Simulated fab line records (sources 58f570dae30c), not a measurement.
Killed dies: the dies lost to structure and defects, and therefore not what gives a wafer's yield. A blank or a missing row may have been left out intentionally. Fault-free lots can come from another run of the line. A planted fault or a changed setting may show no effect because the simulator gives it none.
Which of the tools did it? / flow berkeley cmos170 / 42 wafers from 14 lots sampled at 6 of the route's 331 steps

== WHAT THE GAUGES READ, wafer by wafer ==
UCB170_M1_CD_MEAS_90: target cd 700 nm. Usual: cd nm at 700.5 nm, with a standard deviation of 2.3.
lot=L399; measured=day 7 02:10; on=cd sem-01; cd nm (nm)=701.9 703.8 701.6; flag=
lot=L398; measured=day 7 02:33; on=cd sem-02; cd nm (nm)=695.7 693.7 698.0; flag=
lot=L397; measured=day 7 02:39; on=cd sem-01; cd nm (nm)=700.4 702.6 701.3; flag=
lot=L400; measured=day 8 04:35; on=cd sem-02; cd nm (nm)=699.4 697.7 703.1; flag=
lot=L403; measured=day 8 05:13; on=cd sem-02; cd nm (nm)=700.7 699.4 702.6; flag=
lot=L404; measured=day 9 01:25; on=cd sem-02; cd nm (nm)=699.6 700.3 705.3; flag=
lot=L407; measured=day 9 20:16; on=cd sem-01; cd nm (nm)=684.2 682.0 684.2; flag=OFF
lot=L411; measured=day 9 22:35; on=cd sem-02; cd nm (nm)=696.8 700.1 696.9; flag=
lot=L410; measured=day 9 23:32; on=cd sem-02; cd nm (nm)=680.6 680.8 685.4; flag=OFF
lot=L413; measured=day 10 21:50; on=cd sem-01; cd nm (nm)=698.7 700.7 702.0; flag=
lot=L412; measured=day 10 22:12; on=cd sem-02; cd nm (nm)=702.8 699.4 704.4; flag=
lot=L419; measured=day 11 11:50; on=cd sem-01; cd nm (nm)=701.4 700.2 703.1; flag=
lot=L417; measured=day 11 13:35; on=cd sem-01; cd nm (nm)=705.0 700.1 698.5; flag=
lot=L420; measured=day 11 14:19; on=cd sem-02; cd nm (nm)=700.7 700.0 700.4; flag=

UCB170_M3_THK_MEAS_03: measures by xrf. Usual: M3_AL_THK gives 907 nm (standard deviation 11).
lot=L399; measured=day 7 16:51; on=film metro-01; M3_AL_THK (nm)=892 896 892; flag=
lot=L398; measured=day 7 17:15; on=film metro-03; M3_AL_THK (nm)=903 912 907; flag=
lot=L397; measured=day 7 17:28; on=film metro-02; M3_AL_THK (nm)=879 881 881; flag=
lot=L400; measured=day 8 17:23; on=film metro-02; M3_AL_THK (nm)=927 909 910; flag=
lot=L403; measured=day 8 17:41; on=film metro-03; M3_AL_THK (nm)=900 898 899; flag=
lot=L404; measured=day 9 12:56; on=film metro-01; M3_AL_THK (nm)=899 904 909; flag=
lot=L407; measured=day 10 11:25; on=film metro-03; M3_AL_THK (nm)=920 914 921; flag=
lot=L411; measured=day 10 15:59; on=film metro-03; M3_AL_THK (nm)=931 927 933; flag=
lot=L410; measured=day 10 15:42; on=film metro-01; M3_AL_THK (nm)=919 921 920; flag=
lot=L413; measured=day 11 16:43; on=film metro-03; M3_AL_THK (nm)=913 903 910; flag=
lot=L412; measured=day 11 13:16; on=film metro-01; M3_AL_THK (nm)=898 901 909; flag=
lot=L419; measured=day 12 02:27; on=film metro-02; M3_AL_THK (nm)=896 891 910; flag=
lot=L417; measured=day 12 06:19; on=film metro-03; M3_AL_THK (nm)=908 913 905; flag=
lot=L420; measured=day 12 05:40; on=film metro-03; M3_AL_THK (nm)=905 906 915; flag=

UCB170_M3_CD_MEAS_15: target cd 700 nm. Usual: cd nm at 700.0 nm, with a standard deviation of 1.4.
lot=L399; measured=day 7 18:36; on=cd sem-02; cd nm (nm)=698.4 699.9 698.7; flag=
lot=L398; measured=day 7 19:01; on=cd sem-01; cd nm (nm)=700.2 699.5 700.6; flag=
lot=L397; measured=day 7 19:28; on=cd sem-01; cd nm (nm)=699.6 699.7 700.5; flag=
lot=L400; measured=day 8 19:28; on=cd sem-02; cd nm (nm)=698.5 698.6 698.0; flag=
lot=L403; measured=day 8 20:08; on=cd sem-02; cd nm (nm)=700.6 701.6 699.3; flag=
lot=L404; measured=day 9 15:15; on=cd sem-01; cd nm (nm)=700.6 699.9 699.9; flag=
lot=L407; measured=day 10 13:51; on=cd sem-01; cd nm (nm)=703.3 703.2 704.0; flag=
lot=L411; measured=day 10 19:47; on=cd sem-01; cd nm (nm)=702.4 701.7 702.0; flag=
lot=L410; measured=day 10 19:36; on=cd sem-01; cd nm (nm)=701.5 699.7 699.7; flag=
lot=L413; measured=day 11 22:39; on=cd sem-02; cd nm (nm)=699.7 698.4 700.2; flag=
lot=L412; measured=day 11 17:06; on=cd sem-02; cd nm (nm)=700.8 701.1 701.0; flag=
lot=L419; measured=day 12 04:49; on=cd sem-01; cd nm (nm)=701.8 702.6 701.6; flag=
lot=L417; measured=day 12 09:05; on=cd sem-02; cd nm (nm)=698.1 700.3 698.7; flag=
lot=L420; measured=day 12 08:24; on=cd sem-02; cd nm (nm)=699.9 698.7 699.9; flag=

== EACH LOT AND THE TOOL THAT RAN IT (in order: tool; ch and the chambers of the sampled wafers; start) ==
lot=L399; UCB170_M1_METAL_ETCH_12=rie metal-03 ch 0, day 7 01:47; UCB170_M1_STRIP_13=plasma asher-04 ch 0,1, day 7 01:55; UCB170_M2_STRIP_07=plasma asher-03 ch 1, day 7 11:59
lot=L398; UCB170_M1_METAL_ETCH_12=rie metal-02 ch 0,1, day 7 02:19; UCB170_M1_STRIP_13=plasma asher-01 ch 0,1, day 7 02:26; UCB170_M2_STRIP_07=plasma asher-01 ch 0,1, day 7 12:16
lot=L397; UCB170_M1_METAL_ETCH_12=rie metal-03 ch 0,1, day 7 02:25; UCB170_M1_STRIP_13=plasma asher-04 ch 0,1, day 7 02:33; UCB170_M2_STRIP_07=plasma asher-02 ch 0, day 7 12:29
lot=L400; UCB170_M1_METAL_ETCH_12=rie metal-04 ch 0,1, day 8 04:22; UCB170_M1_STRIP_13=plasma asher-02 ch 0,1, day 8 04:29; UCB170_M2_STRIP_07=plasma asher-01 ch 0,1, day 8 12:12
lot=L403; UCB170_M1_METAL_ETCH_12=rie metal-03 ch 0,1, day 8 04:59; UCB170_M1_STRIP_13=plasma asher-02 ch 0,1, day 8 05:07; UCB170_M2_STRIP_07=plasma asher-02 ch 0,1, day 8 12:28
lot=L404; UCB170_M1_METAL_ETCH_12=rie metal-02 ch 0,1, day 9 01:04; UCB170_M1_STRIP_13=plasma asher-01 ch 0,1, day 9 01:12; UCB170_M2_STRIP_07=plasma asher-03 ch 0,1, day 9 08:01
lot=L407; UCB170_M1_METAL_ETCH_12=rie metal-02 ch 0,1, day 9 20:01; UCB170_M1_STRIP_13=plasma asher-02 ch 0,1, day 9 20:09; UCB170_M2_STRIP_07=plasma asher-02 ch 0,1, day 10 04:27
lot=L411; UCB170_M1_METAL_ETCH_12=rie metal-03 ch 0,1, day 9 22:20; UCB170_M1_STRIP_13=plasma asher-01 ch 1, day 9 22:28; UCB170_M2_STRIP_07=plasma asher-01 ch 0,1, day 10 07:37
lot=L410; UCB170_M1_METAL_ETCH_12=rie metal-02 ch 0,1, day 9 23:18; UCB170_M1_STRIP_13=plasma asher-02 ch 0,1, day 9 23:26; UCB170_M2_STRIP_07=plasma asher-01 ch 0,1, day 10 07:10
lot=L413; UCB170_M1_METAL_ETCH_12=rie metal-04 ch 0,1, day 10 21:35; UCB170_M1_STRIP_13=plasma asher-04 ch 0,1, day 10 21:43; UCB170_M2_STRIP_07=plasma asher-02 ch 0,1, day 11 11:03
lot=L412; UCB170_M1_METAL_ETCH_12=rie metal-03 ch 0,1, day 10 21:58; UCB170_M1_STRIP_13=plasma asher-02 ch 0,1, day 10 22:06; UCB170_M2_STRIP_07=plasma asher-03 ch 0,1, day 11 08:35
lot=L419; UCB170_M1_METAL_ETCH_12=rie metal-04 ch 0,1, day 11 11:36; UCB170_M1_STRIP_13=plasma asher-02 ch 0,1, day 11 11:44; UCB170_M2_STRIP_07=plasma asher-01 ch 0,1, day 11 19:04
lot=L417; UCB170_M1_METAL_ETCH_12=rie metal-03 ch 0,1, day 11 13:20; UCB170_M1_STRIP_13=plasma asher-01 ch 0,1, day 11 13:28; UCB170_M2_STRIP_07=plasma asher-01 ch 0,1, day 12 00:40
lot=L420; UCB170_M1_METAL_ETCH_12=rie metal-04 ch 0,1, day 11 14:04; UCB170_M1_STRIP_13=plasma asher-04 ch 0,1, day 11 14:12; UCB170_M2_STRIP_07=plasma asher-02 ch 0,1, day 12 00:27
- UCB170_M1_METAL_ETCH_12: etches Al in Cl2/BCl3, stops on PSG, target depth 780 nm, time 130 s.
- UCB170_M1_STRIP_13: strips in O2.
- UCB170_M2_STRIP_07: strips in O2.

== AS READ BY THE TOOLS THEMSELVES (means over the sampled wafers that have a number; for cases with no such wafer, the mark the record gives instead) ==
UCB170_M1_METAL_ETCH_12. Usual: drypump motor current A 5.5 A, standard deviation 0.46; oes product au 0.860 a.u., standard deviation 0.014; throttle valve pct 24.43 %, standard deviation 0.19.
lot=L399; tool=rie metal-03; drypump motor current A (A)=5.8; oes product au (a.u.)=0.865; throttle valve pct (%)=24.13; flag=
lot=L398; tool=rie metal-02; drypump motor current A (A)=5.9; oes product au (a.u.)=0.864; throttle valve pct (%)=24.39; flag=
lot=L397; tool=rie metal-03; drypump motor current A (A)=5.7; oes product au (a.u.)=0.877; throttle valve pct (%)=24.24; flag=
lot=L400; tool=rie metal-04; drypump motor current A (A)=5.0; oes product au (a.u.)=0.850; throttle valve pct (%)=24.61; flag=
lot=L403; tool=rie metal-03; drypump motor current A (A)=5.7; oes product au (a.u.)=0.877; throttle valve pct (%)=24.35; flag=
lot=L404; tool=rie metal-02; drypump motor current A (A)=5.9; oes product au (a.u.)=0.861; throttle valve pct (%)=24.38; flag=
lot=L407; tool=rie metal-02; drypump motor current A (A)=6.1; oes product au (a.u.)=0.860; throttle valve pct (%)=24.36; flag=
lot=L411; tool=rie metal-03; drypump motor current A (A)=5.7; oes product au (a.u.)=0.876; throttle valve pct (%)=24.35; flag=
lot=L410; tool=rie metal-02; drypump motor current A (A)=5.9; oes product au (a.u.)=0.855; throttle valve pct (%)=24.38; flag=
lot=L413; tool=rie metal-04; drypump motor current A (A)=5.0; oes product au (a.u.)=0.846; throttle valve pct (%)=24.55; flag=
lot=L412; tool=rie metal-03; drypump motor current A (A)=5.7; oes product au (a.u.)=0.870; throttle valve pct (%)=24.36; flag=
lot=L419; tool=rie metal-04; drypump motor current A (A)=5.0; oes product au (a.u.)=0.848; throttle valve pct (%)=24.63; flag=
lot=L417; tool=rie metal-03; drypump motor current A (A)=5.7; oes product au (a.u.)=0.876; throttle valve pct (%)=24.35; flag=
lot=L420; tool=rie metal-04; drypump motor current A (A)=5.0; oes product au (a.u.)=0.854; throttle valve pct (%)=24.55; flag=

UCB170_M1_STRIP_13. Usual: drypump motor current A 6.1 A, standard deviation 0.48; oes product au 0.721 a.u., standard deviation 0.004.
lot=L399; tool=plasma asher-04; drypump motor current A (A)=6.2; oes product au (a.u.)=0.721; flag=
lot=L398; tool=plasma asher-01; drypump motor current A (A)=6.3; oes product au (a.u.)=0.719; flag=
lot=L397; tool=plasma asher-04; drypump motor current A (A)=5.8; oes product au (a.u.)=0.718; flag=
lot=L400; tool=plasma asher-02; drypump motor current A (A)=6.0; oes product au (a.u.)=0.724; flag=
lot=L403; tool=plasma asher-02; drypump motor current A (A)=6.0; oes product au (a.u.)=0.719; flag=
lot=L404; tool=plasma asher-01; drypump motor current A (A)=5.9; oes product au (a.u.)=0.724; flag=
lot=L407; tool=plasma asher-02; drypump motor current A (A)=6.1; oes product au (a.u.)=0.527; flag=OFF
lot=L411; tool=plasma asher-01; drypump motor current A (A)=6.8; oes product au (a.u.)=0.720; flag=
lot=L410; tool=plasma asher-02; drypump motor current A (A)=6.0; oes product au (a.u.)=0.522; flag=OFF
lot=L413; tool=plasma asher-04; drypump motor current A (A)=5.8; oes product au (a.u.)=0.719; flag=
lot=L412; tool=plasma asher-02; drypump motor current A (A)=6.0; oes product au (a.u.)=0.723; flag=
lot=L419; tool=plasma asher-02; drypump motor current A (A)=6.0; oes product au (a.u.)=0.719; flag=
lot=L417; tool=plasma asher-01; drypump motor current A (A)=5.9; oes product au (a.u.)=0.721; flag=
lot=L420; tool=plasma asher-04; drypump motor current A (A)=6.1; oes product au (a.u.)=0.722; flag=

UCB170_M2_STRIP_07. Usual: drypump motor current A 5.9 A, standard deviation 0.57; oes product au 0.735 a.u., standard deviation 0.0046; strip time to endpoint s 21.99 s, standard deviation 0.067.
lot=L399; tool=plasma asher-03; drypump motor current A (A)=5.6; oes product au (a.u.)=0.732; strip time to endpoint s (s)=21.95; flag=
lot=L398; tool=plasma asher-01; drypump motor current A (A)=6.3; oes product au (a.u.)=0.731; strip time to endpoint s (s)=22.02; flag=
lot=L397; tool=plasma asher-02; drypump motor current A (A)=6.2; oes product au (a.u.)=0.730; strip time to endpoint s (s)=22.10; flag=
lot=L400; tool=plasma asher-01; drypump motor current A (A)=6.3; oes product au (a.u.)=0.734; strip time to endpoint s (s)=21.96; flag=
lot=L403; tool=plasma asher-02; drypump motor current A (A)=6.1; oes product au (a.u.)=0.735; strip time to endpoint s (s)=21.99; flag=
lot=L404; tool=plasma asher-03; drypump motor current A (A)=5.3; oes product au (a.u.)=0.734; strip time to endpoint s (s)=21.94; flag=
lot=L407; tool=plasma asher-02; drypump motor current A (A)=6.1; oes product au (a.u.)=0.739; strip time to endpoint s (s)=21.91; flag=
lot=L411; tool=plasma asher-01; drypump motor current A (A)=5.9; oes product au (a.u.)=0.735; strip time to endpoint s (s)=21.89; flag=
lot=L410; tool=plasma asher-01; drypump motor current A (A)=6.3; oes product au (a.u.)=0.734; strip time to endpoint s (s)=21.91; flag=
lot=L413; tool=plasma asher-02; drypump motor current A (A)=6.0; oes product au (a.u.)=0.739; strip time to endpoint s (s)=22.05; flag=
lot=L412; tool=plasma asher-03; drypump motor current A (A)=5.3; oes product au (a.u.)=0.732; strip time to endpoint s (s)=21.95; flag=
lot=L419; tool=plasma asher-01; drypump motor current A (A)=6.3; oes product au (a.u.)=0.735; strip time to endpoint s (s)=21.97; flag=
lot=L417; tool=plasma asher-01; drypump motor current A (A)=5.9; oes product au (a.u.)=0.735; strip time to endpoint s (s)=21.98; flag=
lot=L420; tool=plasma asher-02; drypump motor current A (A)=6.0; oes product au (a.u.)=0.729; strip time to endpoint s (s)=22.06; flag=

== THE ANSWER, worked out from the rows above alone ==
Rule: a lot counts as off when the mean over its wafers that have a number is more than 3 standard deviations away from the usual mean. Also off: a lot with no number at a reading for which 4 or more lots have one. All remaining lots with rows at the step are treated as sound. First the gauges in route order, then the tools' own readings, where a lot's mean is used as printed above. At the first step where some lot is off, the reading lying furthest off is the one used; lots without a number count as furthest.
Off at UCB170_M1_CD_MEAS_90 (cd nm): L407, L410.
If a tool, at a process step before that reading, ran all the lots that are off and no sound lot after the first of them, it fits. The gauges at UCB170_M1_CD_MEAS_90 aren't tried: what is off there is off at UCB170_M1_STRIP_13 too, on other tools, and a gauge's error can't cause that. One fits: UCB170_M1_METAL_ETCH_12 on rie metal-02. A fault onset in the window from L404 (day 9 01:04, its last sound lot) to L407 (day 9 20:01, its first lot off) fits.

== WHAT THE SIMULATOR HAD PUT IN ==
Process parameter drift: rie metal-02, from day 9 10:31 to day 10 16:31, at UCB170_M1_METAL_ETCH_12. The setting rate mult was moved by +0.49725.
Lots struck among those shown: L407, L410. The rule above found the same.
